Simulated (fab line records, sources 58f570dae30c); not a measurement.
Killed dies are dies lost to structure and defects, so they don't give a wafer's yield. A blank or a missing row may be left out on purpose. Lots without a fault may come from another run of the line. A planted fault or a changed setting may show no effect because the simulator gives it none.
fab line records | flow berkeley_cmos170 | part 1 of 2: steps 1 to 37 of 44
record lots=7 wafers=21 last_day=12
route steps=331 shown PVT@118 GATE@125 FIELD@126 PLDD@145 NLDD@158 SILICIDE@210 M3@331
lots that met no fault: from a run of the same line without faults
start_h: hours from the record's first day to the start of the lot's first wafer shown | wait_h: hours since the lot's step before | " the same as in the row above | L1.1+2: a row that stands for several wafers | - no value, or no start given | * or withheld: withheld | < > ~ a bound
route shown NAME@n: a module of which the file shows steps, and the number in the route of the first | usual: mean/standard deviation of fault-free wafers | same: alike in all rows | chamber/n: place in a boat | sites: the reading at each site | _std_site: their standard deviation | _edge_site: outer sites' mean less inner sites' | radius_mm: how far each site lies from the wafer's centre | mask NAME#n: copy n | behind: the tool/chamber that last shaped the wafer | hold: why the lot was held/for how many hours/how that ended | device: the transistor (n, p or np) that didn't switch | end of line: the same wafers' tests at the end of the route | a step without rows: its recipe alone | killed: dies lost to structure and defects at the first sort, not the wafer's yield | map: a wafer's dies, x killed, . not, _ none there
set.NAME: the setting as run; set.NAME@STEP: as run at that earlier step | model.NAME: the simulator's own value behind a step, which no gauge read
lots at some steps of the route; a table a step, a row a wafer
services: from which hour (start_h, from the record's first day; less than 0 if before it) a tool's chamber was out of use, for how many hours, and why
## steps
# step UCB170_PVT_EXPOSE_03
# recipe mask_id=NWELL target_cd_nm=3000 na=0.5 sigma_outer=0.6 source_shape=conventional dose_mj=30
# step UCB170_PVT_PEB_04
# recipe peb_temp_c=130 peb_time_s=withheld resist=KrF
# step UCB170_PVT_DEVELOP_05
# recipe developer=TMAH develop_time_s=45 resist=KrF dev_temp_c=21
# step UCB170_PVT_OVL_MEAS_06
# usual PVT_OVL=1/5.7
# columns lot.wafer tool chamber start_h wait_h PVT_OVL[nm]
L789.2 overlay-02 - 150.24 - -3
L789.3 " - " " 2
L789.6 " - " " -5
L788.1 overlay-02 - 150.86 - 3
L788.2 " - " " 3
L788.6 " - " " 10
L793.4 overlay-01 - 157.37 - -3
L793.5 " - " " -5
L793.6 " - " " -2
L798.2 overlay-01 - 193.94 - 0
L798.3 " - " " 12
L798.6 " - " " 7
L805.1 overlay-02 - 211.48 - -2
L805.5 " - " " 0
L805.6 " - " " 0
L801.1 overlay-02 - 211.89 - -2
L801.3 " - " " -7
L801.4 " - " " -4
L804.3 overlay-01 - 212.21 - -8
L804.4 " - " " -13
L804.6 " - " " -2
# step UCB170_PVT_IMPLANT_07
# recipe species=P dose_cm2=2e+12 energy_kev=30 tilt_deg=7
# step UCB170_PVT_STRIP_08
# recipe chemistry=O2 power_w=400 pressure_mtorr=3500 platen_temp_c=withheld o2_flow_sccm=400 overash_fraction=0.5
# usual drypump_motor_current_A=5.8/0.59 oes_product_au=0.734/0.0043 strip_time_to_endpoint_s=21.65/0.055
# columns lot.wafer tool chamber start_h wait_h drypump_motor_current_A oes_product_au rf_hours_counter_h strip_time_to_endpoint_s
L789.2 plasma_asher-04 1 150.42 0.1 6.7 0.733 3 21.60
L789.3 " 1 " " 6.6 0.735 - 21.54
L789.6 " 0 " " 5.1 0.737 - 21.65
L788.1 plasma_asher-03 0 151.05 0.1 5.3 0.733 34 21.58
L788.2 " 1 " " 6.6 0.732 34 21.59
L788.6 " 0 " " 5.4 0.733 - 21.59
L793.4 plasma_asher-03 1 157.57 0.1 6.6 0.742 - 21.70
L793.5 " 1 " " 6.6 0.725 - 21.69
L793.6 " 0 " " 5.4 0.733 - 21.64
L798.2 plasma_asher-03 1 194.12 0.1 6.6 0.738 40 21.71
L798.3 " 1 " " 6.6 0.726 - 21.68
L798.6 " 0 " " 5.4 0.744 - 21.64
L805.1 plasma_asher-01 1 211.66 0.1 5.5 0.728 47 21.67
L805.5 " 0 " " 5.6 0.724 - 21.69
L805.6 " 1 " " 5.5 0.730 - 21.67
L801.1 plasma_asher-01 0 212.08 0.1 5.5 0.733 47 21.68
L801.3 " 1 " " 5.5 0.728 - 21.77
L801.4 " 0 " " 5.5 0.739 - 21.74
L804.3 plasma_asher-04 0 212.42 0.1 5.1 0.738 - 21.58
L804.4 " 1 " " 6.7 0.734 - 21.58
L804.6 " 0 " " 5.1 0.735 - 21.63
# step UCB170_PVT_TW_MEAS_09
# usual PVT_TW=506/3.8
# columns lot.wafer tool chamber start_h wait_h PVT_TW
L789.2 film_metro-01 - 150.53 0.1 509
L789.3 " - " " 509
L789.6 " - " " 510
L788.1 film_metro-01 - 151.15 0.1 511
L788.2 " - " " 512
L788.6 " - " " 511
L793.4 film_metro-02 - 157.66 0.1 507
L793.5 " - " " 511
L793.6 " - " " 507
L798.2 film_metro-04 - 194.23 0.1 501
L798.3 " - " " 501
L798.6 " - " " 502
L805.1 film_metro-01 - 211.76 0.1 507
L805.5 " - " " 511
L805.6 " - " " 507
L801.1 film_metro-01 - 212.18 0.1 506
L801.3 " - " " 507
L801.4 " - " " 510
L804.3 film_metro-01 - 212.51 0.1 505
L804.4 " - " " 507
L804.6 " - " " 508
# step UCB170_GATE_WET_ETCH_00
# recipe chemistry=dHF dilution=25:1 target=SiO2 temp_c=25 time_s=200
# step UCB170_FIELD_THK_MEAS_91
# recipe reads=SiO2_of_FIELD_OXIDATION_01
# usual FIELD_OXIDE_LEFT_2_THK=353/9.3
# columns lot.wafer tool chamber start_h wait_h FIELD_OXIDE_LEFT_2_THK[nm]
L788.1 film_metro-01 - 153.28 0.0 342
L788.2 " - " " 351
L788.6 " - " " 358
L789.2 film_metro-04 - 153.29 0.0 362
L789.3 " - " " 350
L789.6 " - " " 355
L793.4 film_metro-01 - 157.79 0.0 363
L793.5 " - " " 355
L793.6 " - " " 362
L798.2 film_metro-02 - 194.36 0.0 371
L798.3 " - " " 366
L798.6 " - " " 361
L805.1 film_metro-01 - 212.26 0.0 344
L805.5 " - " " 353
L805.6 " - " " 354
L801.1 film_metro-02 - 212.33 0.0 342
L801.3 " - " " 339
L801.4 " - " " 339
L804.3 film_metro-04 - 212.64 0.0 347
L804.4 " - " " 348
L804.6 " - " " 353
# step UCB170_GATE_OXIDATION_01
# recipe temp_c=850 ambient=O2 target_thk_a=66 ox_time_s=1800
# step UCB170_GATE_THK_MEAS_02
# recipe reads=SiO2_of_GATE_OXIDATION_01
# usual GATE_OXIDE_THK=6.61/0.12
# columns lot.wafer tool chamber start_h wait_h GATE_OXIDE_THK[nm]
L789.2 film_metro-03 - 155.98 0.0 6.75
L789.3 " - " " 6.75
L789.6 " - " " 6.79
L788.1 film_metro-03 - 156.03 0.1 6.82
L788.2 " - " " 6.91
L788.6 " - " " 6.85
L793.4 film_metro-03 - 163.15 0.0 6.49
L793.5 " - " " 6.54
L793.6 " - " " 6.62
L798.2 film_metro-04 - 199.45 0.1 6.72
L798.3 " - " " 6.59
L798.6 " - " " 6.54
L801.1 film_metro-03 - 217.35 0.0 6.57
L801.3 " - " " 6.48
L801.4 " - " " 6.67
L805.1 film_metro-01 - 217.35 0.0 6.78
L805.5 " - " " 6.74
L805.6 " - " " 6.80
L804.3 film_metro-01 - 217.43 0.1 6.65
L804.4 " - " " 6.68
L804.6 " - " " 6.63
# step UCB170_GATE_ANNEAL_03
# recipe temp_c=900 time_s=1800 ambient=N2
# step UCB170_GATE_CVD_04
# recipe material=poly-Si temp_c=610 precursor=SiH4 time_s=1440 pressure_mtorr=375 target_thk_nm=214 sih4_flow_sccm=120
# usual sih4_flow_sccm=120.0/0.41 zone_power_source_pct=11.2/1.4
# same time_s=1440
# columns lot.wafer tool chamber start_h wait_h sih4_flow_sccm zone_power_source_pct model.poly-Si_of_GATE_CVD_04.thk_nm
L788.1 lpcvd-01 0 160.37 0.0 120.6 9.5 220.7
L788.2 " 0 " " 120.9 9.6 219
L788.6 " 0 " " 120.6 9.2 220
L789.2 lpcvd-01 1 160.37 0.0 119.9 12.5 214.7
L789.3 " 1 " " 120.2 12.8 214.8
L789.6 " 1 " " 120.0 12.4 215.4
L793.4 lpcvd-01 1 170.41 0.0 120.5 12.6 215.7
L793.5 " 1 " " 120.3 12.7 215.9
L793.6 " 1 " " 120.1 12.6 215.3
L798.2 lpcvd-01 1 205.23 0.0 119.7 12.4 211.9
L798.3 " 1 " " 120.1 12.7 212.7
L798.6 " 1 " " 119.9 12.8 211.1
L801.1 lpcvd-01 0 223.79 0.0 95.7 9.5 172.7
L801.3 " 0 " " 95.9 9.5 171.4
L801.4 " 0 " " 95.5 9.3 171.8
L804.3 lpcvd-01 1 223.79 0.0 96.6 12.6 170.2
L804.4 " 1 " " 95.6 12.6 169.4
L804.6 " 1 " " 95.9 12.7 169.4
L805.1 lpcvd-01 0 223.79 0.0 96.4 9.5 169.7
L805.5 " 0 " " 96.3 9.4 169.2
L805.6 " 0 " " 96.0 9.5 169.9
# step UCB170_GATE_THK_MEAS_05
# recipe reads=poly-Si_of_GATE_CVD_04
# usual GATE_POLY_THK=214.3/2.6
# columns lot.wafer tool chamber start_h wait_h GATE_POLY_THK[nm]
L789.2 film_metro-03 - 161.78 0.0 214.7
L789.3 " - " " 214.8
L789.6 " - " " 215.5
L788.1 film_metro-04 - 161.79 0.0 220.7
L788.2 " - " " 218.9
L788.6 " - " " 220.0
L793.4 film_metro-03 - 171.84 0.0 215.7
L793.5 " - " " 215.9
L793.6 " - " " 215.2
L798.2 film_metro-04 - 206.64 0.0 211.8
L798.3 " - " " 212.6
L798.6 " - " " 211.2
L805.1 film_metro-03 - 225.19 0.0 169.7
L805.5 " - " " 169.3
L805.6 " - " " 169.8
L804.3 film_metro-01 - 225.21 0.0 170.0
L804.4 " - " " 169.5
L804.6 " - " " 169.3
L801.1 film_metro-03 - 225.25 0.1 172.9
L801.3 " - " " 171.2
L801.4 " - " " 171.9
# step UCB170_GATE_COAT_06
# recipe resist=BARC temp_c=withheld time_s=withheld spin_rpm=3000 resist_thk_nm=withheld
# step UCB170_GATE_COAT_07
# recipe resist=KrF spin_rpm=1500 resist_thk_nm=900
# step UCB170_GATE_SOFTBAKE_08
# recipe resist=KrF temp_c=130 time_s=60
# step UCB170_GATE_EXPOSE_09
# recipe mask_id=POLY target_cd_nm=350 na=0.5 sigma_outer=0.6 source_shape=conventional dose_mj=21
# step UCB170_GATE_PEB_10
# recipe peb_temp_c=130 peb_time_s=withheld resist=KrF
# step UCB170_GATE_DEVELOP_11
# recipe developer=TMAH develop_time_s=45 resist=KrF dev_temp_c=21
# step UCB170_GATE_CD_MEAS_12
# recipe target_cd_nm=350
# usual cd_nm=350.6/1.6
# columns lot.wafer tool chamber start_h wait_h cd_nm
L789.2 cd_sem-02 - 163.10 - 352.3
L789.3 " - " " 352.8
L789.6 " - " " 352.5
L788.1 cd_sem-01 - 163.65 - 349.5
L788.2 " - " " 349.3
L788.6 " - " " 349.9
L793.4 cd_sem-01 - 173.62 - 354.8
L793.5 " - " " 353.1
L793.6 " - " " 355.4
L798.2 cd_sem-01 - 208.95 - 349.7
L798.3 " - " " 349.3
L798.6 " - " " 349.4
L805.1 cd_sem-01 - 226.42 - 348.4
L805.5 " - " " 349.3
L805.6 " - " " 349.7
L804.3 cd_sem-02 - 226.47 - 349.2
L804.4 " - " " 349.4
L804.6 " - " " 351.3
L801.1 cd_sem-02 - 226.97 - 349.9
L801.3 " - " " 349.8
L801.4 " - " " 350.8
# step UCB170_GATE_OVL_MEAS_13
# usual GATE_OVL=0/5.6
# columns lot.wafer tool chamber start_h wait_h GATE_OVL[nm]
L789.2 overlay-01 - 163.20 0.1 10
L789.3 " - " " -3
L789.6 " - " " 6
L788.1 overlay-01 - 163.77 0.1 -5
L788.2 " - " " -8
L788.6 " - " " 0
L793.4 overlay-02 - 173.70 0.1 -3
L793.5 " - " " -4
L793.6 " - " " 0
L798.2 overlay-02 - 209.06 0.1 3
L798.3 " - " " 8
L798.6 " - " " 3
L805.1 overlay-02 - 226.54 0.1 -7
L805.5 " - " " -1
L805.6 " - " " -4
L804.3 overlay-01 - 226.56 0.1 -4
L804.4 " - " " 1
L804.6 " - " " 7
L801.1 overlay-01 - 227.09 0.1 1
L801.3 " - " " -3
L801.4 " - " " -3
# step UCB170_GATE_ETCH_14
# recipe chemistry=N2/H2 target_depth_a=withheld overetch_a=withheld target=BARC time_s=withheld source_w=500 bias_w=100 pressure_mtorr=30 n2_flow_sccm=100 h2_flow_sccm=200
# usual drypump_motor_current_A=5.6/0.45 oes_product_au=1.001/0.026 rf_fwd_power_W=495.0/2.1 throttle_valve_pct=13.31/0.24
# columns lot.wafer tool chamber start_h wait_h drypump_motor_current_A oes_product_au rf_fwd_power_W throttle_valve_pct
L789.2 rie_diel-04 3 163.23 0.0 5.7 0.981 494.8 13.47
L789.3 " 1 " " 6.3 0.993 491.2 13.61
L789.6 " 3 " " 5.7 0.974 496.2 13.45
L788.1 rie_diel-03 3 163.80 0.0 5.7 0.971 493.4 13.46
L788.2 " 1 " " 4.8 1.045 494.1 13.40
L788.6 " 2 " " 5.5 1.022 495.7 13.33
L793.4 rie_diel-03 3 173.72 0.0 5.7 0.976 492.4 13.45
L793.5 " 0 " " 5.6 0.977 495.1 13.11
L793.6 " 3 " " 5.7 0.980 493.6 13.46
L798.2 rie_diel-02 1 209.09 0.0 5.2 1.016 493.9 13.57
L798.3 " 0 " " 5.3 1.040 490.8 12.98
L798.6 " 2 " " 6.4 1.020 496.4 13.09
L805.1 rie_diel-03 2 226.58 0.0 5.5 1.017 497.2 13.34
L805.5 " 0 " " 5.6 0.979 497.3 13.13
L805.6 " 1 " " 4.8 1.043 494.8 13.40
L804.3 rie_diel-04 2 226.58 0.0 5.2 0.947 496.6 12.94
L804.4 " 3 " " 5.7 0.978 493.3 13.47
L804.6 " 1 " " 6.3 1.002 492.1 13.59
L801.1 rie_diel-03 2 227.13 0.0 5.4 1.013 497.2 13.34
L801.3 " 1 " " 4.7 1.036 494.1 13.40
L801.4 " 0 " " 5.6 0.973 495.4 13.11
# step UCB170_GATE_ETCH_15
# recipe chemistry=HBr/Cl2 target=poly-Si stop_on=SiO2 over_etch_frac=0.3 icp_w=300 bias_w=150 time_s=56.3 pressure_mtorr=15 HBr_flow_sccm=150 Cl2_flow_sccm=50 target_depth_a=2782
# usual drypump_motor_current_A=5.88/0.23 oes_product_au=0.826/0.019 rf_fwd_power_W=296.9/1.3 throttle_valve_pct=26.37/0.26
# same time_s=56.3
# columns lot.wafer tool chamber start_h wait_h drypump_motor_current_A oes_product_au rf_fwd_power_W rf_hours_counter_h throttle_valve_pct model.etch.depth_nm model.GATE.feature_depth_nm
L789.2 rie_si-01 3 163.27 - 6.14 0.824 296.5 57 26.49 214.7 214.7
L789.3 " 1 " " 5.84 0.812 295.9 29 26.56 214.8 214.8
L789.6 " 3 " " 6.12 0.825 296.1 - 26.49 215.4 215.4
L788.1 rie_si-01 2 163.84 - 5.46 0.853 297.0 1 26.25 220.7 220.7
L788.2 " 3 " " 6.19 0.823 297.0 57 26.49 219 219
L788.6 " 3 " " 6.16 0.827 296.8 - 26.47 220 220
L793.4 rie_si-01 3 173.76 - 6.11 0.821 298.1 58 26.49 215.7 215.7
L793.5 " 0 " " 6.06 0.842 297.5 - 26.96 215.9 215.9
L793.6 " 1 " " 5.83 0.805 296.2 - 26.55 215.3 215.3
L798.2 rie_si-02 0 209.13 - 5.79 0.804 294.1 1 26.37 211.9 211.9
L798.3 " 3 " " 5.71 0.809 296.7 1 26.31 212.7 212.7
L798.6 " 0 " " 5.80 0.800 294.4 - 26.37 211.1 211.1
L805.1 rie_si-01 0 226.62 - 6.06 0.716 297.4 101 26.96 169.7 169.8
L805.5 " 2 " " 5.45 0.726 297.5 - 26.23 169.2 169.2
L805.6 " 3 " " 6.12 0.705 297.7 - 26.49 169.9 169.9
L804.3 rie_si-02 0 226.62 - 5.81 0.700 295.7 1 26.36 170.2 170.2
L804.4 " 1 " " 5.94 0.737 297.7 23 26.12 169.4 169.4
L804.6 " 1 " " 5.93 0.739 297.8 - 26.10 169.4 169.4
L801.1 rie_si-02 0 227.17 - 5.79 0.697 293.8 1 26.36 172.7 172.7
L801.3 " 3 " " 5.65 0.699 296.4 1 26.30 171.4 171.4
L801.4 " 2 " " 6.15 0.722 297.4 2 26.04 171.8 171.9
# step UCB170_GATE_STRIP_16
# recipe chemistry=O2 power_w=400 pressure_mtorr=3500 platen_temp_c=withheld o2_flow_sccm=400 overash_fraction=0.5
# usual drypump_motor_current_A=5.9/0.5 oes_product_au=0.725/0.0046
# columns lot.wafer tool chamber start_h wait_h drypump_motor_current_A oes_product_au rf_hours_counter_h
L789.2 plasma_asher-03 0 163.32 0.0 5.4 0.730 36
L789.3 " 1 " " 6.6 0.727 -
L789.6 " 1 " " 6.6 0.727 -
L788.1 plasma_asher-02 0 163.89 0.0 6.6 0.721 45
L788.2 " 1 " " 5.6 0.731 45
L788.6 " 0 " " 6.5 0.720 -
L793.4 plasma_asher-01 0 173.84 0.1 5.6 0.723 -
L793.5 " 0 " " 5.6 0.727 -
L793.6 " 1 " " 5.5 0.728 -
L798.2 plasma_asher-01 0 209.18 0.0 5.5 0.724 47
L798.3 " 0 " " 5.5 0.729 -
L798.6 " 1 " " 5.5 0.728 -
L805.1 plasma_asher-02 0 226.67 0.0 6.6 0.730 52
L805.5 " 1 " " 5.6 0.721 -
L805.6 " 0 " " 6.6 0.729 -
L804.3 plasma_asher-03 0 226.71 0.1 5.4 0.720 -
L804.4 " 1 " " 6.6 0.724 -
L804.6 " 0 " " 5.4 0.713 -
L801.1 plasma_asher-02 1 227.22 0.0 5.6 0.731 52
L801.3 " 0 " " 6.6 0.729 -
L801.4 " 1 " " 5.6 0.722 -
# step UCB170_GATE_CD_MEAS_90
# recipe target_cd_nm=350
# usual cd_nm=350.6/1.6
# columns lot.wafer tool chamber start_h wait_h cd_nm
L789.2 cd_sem-02 - 163.46 0.1 353.4
L789.3 " - " " 353.3
L789.6 " - " " 353.5
L788.1 cd_sem-01 - 163.99 0.1 350.7
L788.2 " - " " 350.1
L788.6 " - " " 350.2
L793.4 cd_sem-01 - 173.97 0.1 355.1
L793.5 " - " " 352.7
L793.6 " - " " 355.5
L798.2 cd_sem-01 - 209.35 0.1 348.6
L798.3 " - " " 348.8
L798.6 " - " " 349.3
L805.1 cd_sem-02 - 226.77 0.1 348.4
L805.5 " - " " 348.8
L805.6 " - " " 348.8
L804.3 cd_sem-01 - 226.86 0.1 349.2
L804.4 " - " " 350.2
L804.6 " - " " 351.0
L801.1 cd_sem-01 - 227.32 0.1 350.4
L801.3 " - " " 349.3
L801.4 " - " " 350.8
# step UCB170_GATE_CLEAN_17
# recipe chemistry=SPM temp_c=120 time_s=600
# step UCB170_PLDD_HMDS_00
# recipe prime_time_s=60 prime_temp_c=100
# step UCB170_PLDD_COAT_01
# recipe resist=KrF spin_rpm=1500 resist_thk_nm=900
# step UCB170_PLDD_SOFTBAKE_02
# recipe resist=KrF temp_c=130 time_s=60
# step UCB170_PLDD_EXPOSE_03
# recipe mask_id=PSELECT na=0.5 sigma_outer=0.6 source_shape=conventional target_cd_nm=1200 dose_mj=30
# step UCB170_PLDD_PEB_04
# recipe peb_temp_c=130 peb_time_s=withheld resist=KrF
# step UCB170_PLDD_DEVELOP_05
# recipe developer=TMAH develop_time_s=45 resist=KrF dev_temp_c=21
# step UCB170_PLDD_CD_MEAS_06
# recipe target_cd_nm=1200
# usual cd_nm=1199.8/1.5
# columns lot.wafer tool chamber start_h wait_h cd_nm
L789.2 cd_sem-01 - 164.79 - 1203.1
L789.3 " - " " 1203.6
L789.6 " - " " 1203.0
L788.1 cd_sem-01 - 165.32 - 1200.2
L788.2 " - " " 1200.5
L788.6 " - " " 1202.0
L793.4 cd_sem-02 - 177.07 - 1198.9
L793.5 " - " " 1199.4
L793.6 " - " " 1199.3
L798.2 cd_sem-01 - 214.07 - 1200.1
L798.3 " - " " 1200.1
L798.6 " - " " 1199.1
L805.1 cd_sem-02 - 228.70 - 1199.4
L805.5 " - " " 1199.1
L805.6 " - " " 1199.8
L804.3 cd_sem-01 - 229.15 - 1198.6
L804.4 " - " " 1196.2
L804.6 " - " " 1198.9
L801.1 cd_sem-02 - 229.94 - 1201.2
L801.3 " - " " 1199.1
L801.4 " - " " 1198.9
# step UCB170_PLDD_OVL_MEAS_07
# usual PLDD_OVL=3/5.1
# columns lot.wafer tool chamber start_h wait_h PLDD_OVL[nm]
L789.2 overlay-02 - 164.89 0.1 5
L789.3 " - " " 5
L789.6 " - " " 5
L788.1 overlay-02 - 165.44 0.1 10
L788.2 " - " " 7
L788.6 " - " " 0
L793.4 overlay-01 - 177.15 0.1 6
L793.5 " - " " -2
L793.6 " - " " 1
L798.2 overlay-02 - 214.17 0.1 7
L798.3 " - " " 0
L798.6 " - " " 7
L805.1 overlay-02 - 228.82 0.1 -4
L805.5 " - " " -1
L805.6 " - " " 7
L804.3 overlay-01 - 229.25 0.1 1
L804.4 " - " " 9
L804.6 " - " " 14
L801.1 overlay-02 - 230.06 0.1 5
L801.3 " - " " -2
L801.4 " - " " -2
# step UCB170_PLDD_IMPLANT_08
# recipe species=BF2 dose_cm2=5e+13 energy_kev=10 tilt_deg=7 rotation_deg=0
# step UCB170_PLDD_IMPLANT_09
# recipe species=BF2 dose_cm2=5e+13 energy_kev=10 tilt_deg=7 rotation_deg=180
## key
first_sign step=UCB170_GATE_CVD_04 reading=sih4_flow_sccm direction=down sigmas=59 usual=120.0 struck=96.0
effect step=UCB170_GATE_THK_MEAS_05 reading=GATE_POLY_THK direction=down sigmas=17 usual=214.3 struck=170.4
effect step=UCB170_GATE_ETCH_15 reading=oes_product_au direction=down sigmas=5.8 usual=0.826 struck=0.716
model_effect step=UCB170_GATE_CVD_04 value=poly-Si_of_GATE_CVD_04.thk_nm without=213.2 struck=170.4
model_effect step=UCB170_GATE_ETCH_15 value=etch.depth_nm without=213.2 struck=170.4
model_effect step=UCB170_SILICIDE_PRE_CLEAN_00 value=poly-Si_of_GATE_CVD_04.thk_nm without=206.4 struck=163.6
met_at UCB170_GATE_CVD_04
struck_wafers L801.1,L801.3,L801.4,L804.3,L804.4,L804.6,L805.1,L805.5,L805.6
tester_left_out L801,L804,L805
onset_between 205.23 223.79
fault kind=process_parameter_drift tool=lpcvd-01 chamber=- onset_h=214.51 steps=UCB170_GATE_CVD_04 channel=sih4_flow_sccm offset=-24 shape=step end_h=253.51 acts_in=these_recipes_only stated=120
# tester_left_out: of these lots the tester's yield and bins aren't shown, on N5 and GAA mostly nor the transistor test; their killed dies are dies lost to structure and defects alone, not to doping, threshold or leakage, so they don't give the yield
